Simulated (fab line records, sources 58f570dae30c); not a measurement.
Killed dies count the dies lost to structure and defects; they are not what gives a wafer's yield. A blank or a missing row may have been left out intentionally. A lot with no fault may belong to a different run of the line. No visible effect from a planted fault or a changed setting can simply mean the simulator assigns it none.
Which tool was responsible? || flow berkeleyCmos170 || 7 lots with 21 wafers sampled at 2 steps, on a route of 331 steps

== WHAT EACH GAUGE READ, for each wafer ==
UCB170_PWELL_THK_MEAS_06.
{"lot": "L668", "measured": "day 3 23:41", "on": "filmMetro-03", "PWELL_NITRIDE_THK (nm)": "219.4 221.1 221.0"}
{"lot": "L669", "measured": "day 4 05:44", "on": "filmMetro-02", "PWELL_NITRIDE_THK (nm)": "223.2 221.4 221.9"}
{"lot": "L671", "measured": "day 4 13:39", "on": "filmMetro-01", "PWELL_NITRIDE_THK (nm)": "222.3 221.2 222.4"}
{"lot": "L673", "measured": "day 5 10:20", "on": "filmMetro-02", "PWELL_NITRIDE_THK (nm)": "222.5 220.7 222.9"}
{"lot": "L676", "measured": "day 5 18:50", "on": "filmMetro-03", "PWELL_NITRIDE_THK (nm)": "220.3 219.6 220.9"}
{"lot": "L678", "measured": "day 6 04:50", "on": "filmMetro-01", "PWELL_NITRIDE_THK (nm)": "443.3 442.3 444.8"}
{"lot": "L683", "measured": "day 7 10:50", "on": "filmMetro-02", "PWELL_NITRIDE_THK (nm)": "438.2 436.9 436.9"}

== TOOL THAT RAN EACH LOT (tool first, then ch and the chambers of the sampled wafers, then the start) ==
{"lot": "L668", "UCB170_PWELL_CVD_05": "lpcvd-01 ch 0, day 3 20:49"}
{"lot": "L669", "UCB170_PWELL_CVD_05": "lpcvd-01 ch 1, day 4 03:49"}
{"lot": "L671", "UCB170_PWELL_CVD_05": "lpcvd-02 ch 1, day 4 11:44"}
{"lot": "L673", "UCB170_PWELL_CVD_05": "lpcvd-02 ch 0, day 5 07:28"}
{"lot": "L676", "UCB170_PWELL_CVD_05": "lpcvd-02 ch 0, day 5 16:55"}
{"lot": "L678", "UCB170_PWELL_CVD_05": "lpcvd-01 ch 1, day 6 00:50"}
{"lot": "L683", "UCB170_PWELL_CVD_05": "lpcvd-02 ch 1, day 7 05:38 and lpcvd-01 ch 1, day 7 08:51"}
- UCB170_PWELL_CVD_05: deposits Si3N4 from SiH2Cl2/NH3, target thk 220 nm, time 3300 s.

== THE ANSWER, worked out from the rows above alone ==
Rule: what is usual is taken from the lots themselves. Put in order of their means at a reading, lots are off if they are a third of the lots or fewer, leave a main group of 4 or more, and stand apart from it by a gap of 3 or more times the standard deviation of the main group's means; of several such gaps the widest counts. A main group is skipped when, at the precision printed for the reading in the tables above, its means are all equal. A lot without any number at a reading at which 4 lots or more have one is off too. All remaining lots with rows at the step are treated as sound.
Off: L678, L683, seen at UCB170_PWELL_THK_MEAS_06 (PWELL_NITRIDE_THK). Mean 221.4 nm and standard deviation 0.83 in the main group.
If a tool, at a process step before that reading, ran all the lots that are off and no sound lot after the first of them, it fits. Gauges at UCB170_PWELL_THK_MEAS_06: tried the same way as those tools. One fits: UCB170_PWELL_CVD_05 on lpcvd-01. Its last sound lot is L669 (day 4 03:49), its first lot that is off L678 (day 6 00:50): a fault that began between those two fits.

== WHAT THE SIMULATOR HAD INSERTED ==
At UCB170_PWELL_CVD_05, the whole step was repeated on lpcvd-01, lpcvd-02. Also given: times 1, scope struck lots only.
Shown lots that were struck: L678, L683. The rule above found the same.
